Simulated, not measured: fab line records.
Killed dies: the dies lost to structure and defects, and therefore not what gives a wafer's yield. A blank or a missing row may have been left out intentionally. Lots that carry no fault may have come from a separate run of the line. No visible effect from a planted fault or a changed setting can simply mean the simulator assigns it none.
A lot that was struck, set against a sound lot | flow rit cmos | 44 steps out of a route of 202
Sound: the wafers L609.1, L609.2, L609.3. Struck: wafers L623.3, L623.5, L623.6. The cause is named last.
Order at every step that has rows: each side's tool, ch and its chambers, its first start. Under that, the readings that differ: sound wafers | struck wafers | difference of the means | sigmas: that difference in standard deviations of wafers without a fault.
alike: readings whose means differ by less than 2 such deviations, and words and numbers that are the same on both sides. not compared: withheld readings, readings that some wafer has no value for, bounds like >300 that may hide the same value, and numbers for which the record gives no deviation and whose values overlap.
A row with sigmas, a row that says differs or no value, or rows on one side alone: a step with any of these is where the two part. When numbers do not overlap yet have no deviation, they are printed without sigmas and do not part them. A reading that every wafer of one side lacks parts them only if that side has two wafers or more.

first, 4 steps without rows for these wafers: RIT_PLDD_SOFTBAKE_02 (time 60 s); RIT_PLDD_EXPOSE_03 (exposes mask M8, target cd 40900 nm); RIT_PLDD_PEB_04; RIT_PLDD_DEVELOP_05 (develop time 50 s).
RIT_PLDD_OVL_MEAS_06:
  sound on overlay-01 at day 3 20:22; struck on overlay-01 at day 6 17:41
  alike: PLDD_OVL
then, 2 steps without rows for these wafers: RIT_PLDD_HARDBAKE_07 (time 60 s); RIT_PLDD_IMPLANT_08.
RIT_PLDD_STRIP_09: strips in O2, time 180 s.
  sound on plasma asher-02 ch 0,1, day 3 20:49; struck on plasma asher-03 ch 0,1, day 6 18:04
  alike: drypump motor current A
  not compared: rf hours counter h
RIT_PLDD_TW_MEAS_10:
  sound on film metro-04 at day 3 20:59; struck on film metro-02 at day 6 18:12
  alike: PLDD_TW
then, 3 steps without rows for these wafers: RIT_SPACER_CLEAN_00 (cleans in SC1, time 600 s); RIT_SPACER_CLEAN_01 (cleans in dHF, time 30 s); RIT_SPACER_CLEAN_02 (cleans in SC2, time 600 s).
RIT_SPACER_CVD_03: deposits Si3N4 from SiH2Cl2/NH3, target thk 250 nm, time 3300 s.
  sound on lpcvd-01 ch 1, day 3 21:28; struck on lpcvd-01 ch 1, day 6 18:37
  reading                                  | sound             | struck            | difference | sigmas
  model.Si3N4_of_SPACER_CVD_03.thk nm (nm) | 251.5 250.9 252.8 | 269.4 269.6 269.4 | +17.7      |
RIT_SPACER_THK_MEAS_04:
  sound on film metro-01 at day 3 23:23; struck on film metro-02 at day 6 20:34
  reading                 | sound             | struck            | difference | sigmas
  SPACER_NITRIDE_THK (nm) | 251.4 250.9 252.9 | 269.3 269.6 269.3 | +17.7      | +7
RIT_SPACER_ETCHBACK_05: etches Si3N4 in SF6/CHF3, stops on SiO2, target depth 250 nm, time 240 s.
  sound on rie diel-01 ch 0,1,2, day 3 23:26; struck on rie diel-04 ch 1,2,3, day 6 20:36
  reading                  | sound             | struck            | difference | sigmas
  oes product au (a.u.)    | 0.829 0.862 0.863 | 0.879 0.904 0.904 | +0.044     | +3
  model.etch.depth nm (nm) | 251.5 250.9 252.8 | 269.4 269.6 269.4 | +17.7      |
  alike: drypump motor current A, throttle valve pct
  not compared: rf hours counter h
then, 6 steps without rows for these wafers: RIT_NSD_HMDS_00 (prime time 60 s); RIT_NSD_COAT_01 (resist thk 1000 nm); RIT_NSD_SOFTBAKE_02 (time 60 s); RIT_NSD_EXPOSE_03 (exposes mask M9, target cd 40700 nm); RIT_NSD_PEB_04; RIT_NSD_DEVELOP_05 (develop time 50 s).
RIT_NSD_OVL_MEAS_06:
  sound on overlay-01 at day 4 02:56; struck on overlay-02 at day 6 21:44
  alike: NSD_OVL
then, 2 steps without rows for these wafers: RIT_NSD_HARDBAKE_07 (time 60 s); RIT_NSD_IMPLANT_08.
RIT_NSD_STRIP_09: strips in O2, time 180 s.
  sound on plasma asher-01 ch 0,1, day 4 03:23; struck on plasma asher-02 ch 0,1, day 6 22:07
  alike: drypump motor current A
  not compared: rf hours counter h
RIT_NSD_TW_MEAS_10:
  sound on film metro-02 at day 4 03:34; struck on film metro-03 at day 6 22:16
  alike: NSD_TW
then, 6 steps without rows for these wafers: RIT_PSD_HMDS_00 (prime time 60 s); RIT_PSD_COAT_01 (resist thk 1000 nm); RIT_PSD_SOFTBAKE_02 (time 60 s); RIT_PSD_EXPOSE_03 (exposes mask M10, target cd 40900 nm); RIT_PSD_PEB_04; RIT_PSD_DEVELOP_05 (develop time 50 s).
RIT_PSD_OVL_MEAS_06:
  sound on overlay-02 at day 4 04:46; struck on overlay-02 at day 6 23:16
  alike: PSD_OVL
then, 2 steps without rows for these wafers: RIT_PSD_HARDBAKE_07 (time 60 s); RIT_PSD_IMPLANT_08.
RIT_PSD_STRIP_09: strips in O2, time 180 s.
  sound on plasma asher-04 ch 0,1, day 4 05:08; struck on plasma asher-04 ch 0,1, day 6 23:39
  alike: drypump motor current A
  not compared: rf hours counter h
RIT_PSD_TW_MEAS_10:
  sound on film metro-02 at day 4 05:19; struck on film metro-04 at day 6 23:47
  alike: PSD_TW
then, 3 steps without rows for these wafers: RIT_SDANNEAL_CLEAN_00 (cleans in SC1, time 600 s); RIT_SDANNEAL_CLEAN_01 (cleans in dHF, time 30 s); RIT_SDANNEAL_CLEAN_02 (cleans in SC2, time 600 s).
RIT_SDANNEAL_RTA_03: time 5 s.
  sound on rtp anneal-01 ch 0, day 4 05:46; struck on rtp anneal-01 ch 0, day 7 00:13
  alike: chamber o2 ppm, wafer_temp_C_max
RIT_SDANNEAL_RS_MEAS_04: measurement is done with a four-point probe.
  sound on film metro-04 at day 4 05:49; struck on film metro-02 at day 7 00:17
  alike: PSD_RS
RIT_SILICIDE_WET_ETCH_00: etches SiO2 in BOE, target depth 14 nm, time 15 s.
  sound on wet bench-02 ch 2, day 4 06:18; struck on wet bench-03 ch 1, day 7 00:44
  reading                                  | sound             | struck            | difference | sigmas
  model.Si3N4_of_SPACER_CVD_03.thk nm (nm) | 195.7 195.4 195.9 | 209.2 211.2 210.3 | +14.6      |
  alike: temp c
RIT_M1_PROBE_99:
  sound on prober-02 at day 4 13:15; struck on prober-02 at day 7 08:40
  reading                                | sound             | struck            | difference | sigmas
  model.etest.pplus sal.width nm (nm)    | 3454 3443 3443    | 3402 3389 3380    | -56        |
  model.etest.nplus sal.width nm (nm)    | 3454 3448 3447    | 3382 3369 3405    | -64        |
  model.etest.pwell pinched.rs ohm sq    | 459 455.5 457.6   | 450.5 440.8 448.4 | -10.8      |
  model.etest.nwell pinched.rs ohm sq    | 339.5 339.1 338.6 | 331.3 324 326.6   | -11.8      |
  model.etest.contact nplus.end ohm um   | 42.72 44.69 44.18 | 39.97 39.45 40.5  | -3.89      |
  model.etest.diode pplus nwell.bv v (V) | 6.633 6.626 6.617 | 6.548 6.423 6.507 | -0.133     |
  model.etest.nmos_0p15.tox inv nm (nm)  | 4.457 4.405 4.392 | 4.59 4.682 4.647  | +0.22      |
  model.etest.diode nplus comb.cj ff um2 | 2.646 2.655 2.66  | 2.603 2.507 2.564 | -0.096     |
  alike: killed at contacts, killed at front end, killed dies, killed open, killed short

== WHERE THEY PART ==
First at RIT_SPACER_THK_MEAS_04; last, within this record, at RIT_SPACER_ETCHBACK_05. Later steps at which nothing parts them and some readings are alike: RIT_NSD_OVL_MEAS_06, RIT_NSD_STRIP_09, RIT_NSD_TW_MEAS_10, RIT_PSD_OVL_MEAS_06, RIT_PSD_STRIP_09, RIT_PSD_TW_MEAS_10, RIT_SDANNEAL_RTA_03, RIT_SDANNEAL_RS_MEAS_04, RIT_SILICIDE_WET_ETCH_00, RIT_M1_PROBE_99.

WHY: what had been put in by the simulator
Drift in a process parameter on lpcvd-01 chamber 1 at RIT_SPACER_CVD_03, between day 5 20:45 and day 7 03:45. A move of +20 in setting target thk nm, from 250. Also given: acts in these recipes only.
